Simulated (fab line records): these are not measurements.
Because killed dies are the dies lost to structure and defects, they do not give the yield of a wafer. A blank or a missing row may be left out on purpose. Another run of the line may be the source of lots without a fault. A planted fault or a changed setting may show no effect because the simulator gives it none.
The tool behind it: which one? ; flow berkeley_cmos170 ; 13 lots with 39 wafers sampled at 4 steps, on a route of 331 steps

WHAT THE GAUGES SHOWED, per wafer
UCB170_M2_RS_MEAS_02: the measuring method here is four-point-probe.
lot;measured;on;M2_AL_RS (ohm/sq)
L832;day 8 12:43;film_metro-04;0.0325 0.0323 0.0321
L833;day 8 13:28;film_metro-02;0.0319 0.0316 0.0322
L834;day 8 19:59;film_metro-01;0.0321 0.0318 0.0316
L837;day 8 21:25;film_metro-04;0.0319 0.0322 0.0321
L835;day 8 22:44;film_metro-02;0.0325 0.0326 0.0325
L836;day 8 23:55;film_metro-02;0.0321 0.0319 0.0319
L840;day 9 18:50;film_metro-01;0.0325 0.0325 0.0326
L841;day 10 02:36;film_metro-01;0.0322 0.0327 0.0322
L843;day 11 01:06;film_metro-01;0.0328 0.0326 0.0325
L844;day 11 00:32;film_metro-04;0.0326 0.0327 0.0328
L845;day 11 15:22;film_metro-01;0.0327 0.0326 0.0329
L850;day 12 04:22;film_metro-04;0.0327 0.0327 0.0326
L851;day 12 04:29;film_metro-01;0.0323 0.0293 0.0323

UCB170_M2_THK_MEAS_03: measures by xrf.
lot;measured;on;M2_AL_THK (nm)
L832;day 8 12:50;film_metro-04;916 922 924
L833;day 8 13:33;film_metro-02;929 942 926
L834;day 8 20:06;film_metro-01;920 929 931
L837;day 8 21:31;film_metro-04;931 923 925
L835;day 8 22:51;film_metro-02;916 912 918
L836;day 9 00:02;film_metro-02;920 933 932
L840;day 9 18:57;film_metro-01;905 913 900
L841;day 10 02:43;film_metro-01;909 904 913
L843;day 11 01:12;film_metro-01;902 908 905
L844;day 11 00:38;film_metro-04;919 911 906
L845;day 11 15:29;film_metro-01;901 903 897
L850;day 12 04:29;film_metro-04;911 909 911
L851;day 12 04:37;film_metro-01;918 1007 914

EACH LOT AND THE TOOL THAT RAN IT (in order: tool; ch and the chambers of the sampled wafers; start)
lot;UCB170_V1_CVD_00;UCB170_M2_SPUTTER_01
L832;pecvd-02 ch 0,2, day 8 09:08;pvd_sputter-03, day 8 12:38
L833;pecvd-04 ch 0,1,2, day 8 10:33;pvd_sputter-01, day 8 13:19
L834;pecvd-01 ch 0,1, day 8 17:19;pvd_sputter-02, day 8 19:54
L837;pecvd-02 ch 0,1,2, day 8 18:38;pvd_sputter-01, day 8 21:17
L835;pecvd-04 ch 0,1, day 8 19:58;pvd_sputter-03, day 8 22:38
L836;pecvd-01 ch 0,1,2, day 8 21:19;pvd_sputter-02, day 8 23:49
L840;pecvd-02 ch 0,1,2, day 9 15:44;pvd_sputter-01, day 9 18:42
L841;pecvd-04 ch 0,1,2, day 9 23:43;pvd_sputter-03, day 10 02:29
L843;pecvd-02 ch 0,1,2, day 10 19:28;pvd_sputter-03, day 11 00:59
L844;pecvd-01 ch 0,1,2, day 10 20:49;pvd_sputter-01, day 11 00:25
L845;pecvd-04 ch 1,2, day 11 12:38;pvd_sputter-03, day 11 15:16
L850;pecvd-02 ch 1,2, day 12 01:56;pvd_sputter-03, day 12 04:16
L851;pecvd-04 ch 1,2, day 12 01:56;pvd_sputter-01, day 12 04:25
- UCB170_V1_CVD_00: deposits SiO2 from TEOS/O2, target thk 2000 nm, time 250 s.
- UCB170_M2_SPUTTER_01: material Al, target thk 900 nm, time 120 s.

WHAT THE TOOLS THEMSELVES READ (means of the sampled wafers that have a number; where no wafer has one, the mark that the record gives instead)
UCB170_V1_CVD_00.
lot;tool;heater_power_w (W)
L832;pecvd-02;261
L833;pecvd-04;198
L834;pecvd-01;226
L837;pecvd-02;259
L835;pecvd-04;219
L836;pecvd-01;210
L840;pecvd-02;274
L841;pecvd-04;272
L843;pecvd-02;254
L844;pecvd-01;254
L845;pecvd-04;278
L850;pecvd-02;293
L851;pecvd-04;289

UCB170_M2_SPUTTER_01.
lot;tool;cathode_dc_power_W (W);throttle_valve_pct (%)
L832;pvd_sputter-03;5998.5;29.7
L833;pvd_sputter-01;6000.1;30.1
L834;pvd_sputter-02;5999.9;30.0
L837;pvd_sputter-01;6000.1;29.8
L835;pvd_sputter-03;5999.2;29.9
L836;pvd_sputter-02;5999.0;30.8
L840;pvd_sputter-01;5998.8;30.1
L841;pvd_sputter-03;6000.0;29.6
L843;pvd_sputter-03;5999.7;30.2
L844;pvd_sputter-01;6000.6;29.9
L845;pvd_sputter-03;5999.9;30.2
L850;pvd_sputter-03;5999.8;30.0
L851;pvd_sputter-01;6000.6;30.3

THE ANSWER, worked out from the rows above alone
Rule: the lots themselves supply what counts as usual. The widest of any qualifying gaps counts: lots, ordered by their means at a reading, are off when they make up no more than a third of the lots, leave a main group of 4 or more, and stand apart from it by 3 or more times the standard deviation of that group's means. If all means in a main group match to the digits the tables above print for the reading, that group is not used. Also off: a lot with no number at a reading for which 4 or more lots have one. The other lots that the step has rows for count as sound. The gauges are gone through in route order, then the tools' own readings, and for those a lot's mean is taken as printed above. The first step at which some lot is off is used, and at that step the reading that is off furthest; a lot without a number counts as furthest.
None of the lots is off at any reading shown; this tells nothing.

WHAT THE SIMULATOR HAD PUT IN
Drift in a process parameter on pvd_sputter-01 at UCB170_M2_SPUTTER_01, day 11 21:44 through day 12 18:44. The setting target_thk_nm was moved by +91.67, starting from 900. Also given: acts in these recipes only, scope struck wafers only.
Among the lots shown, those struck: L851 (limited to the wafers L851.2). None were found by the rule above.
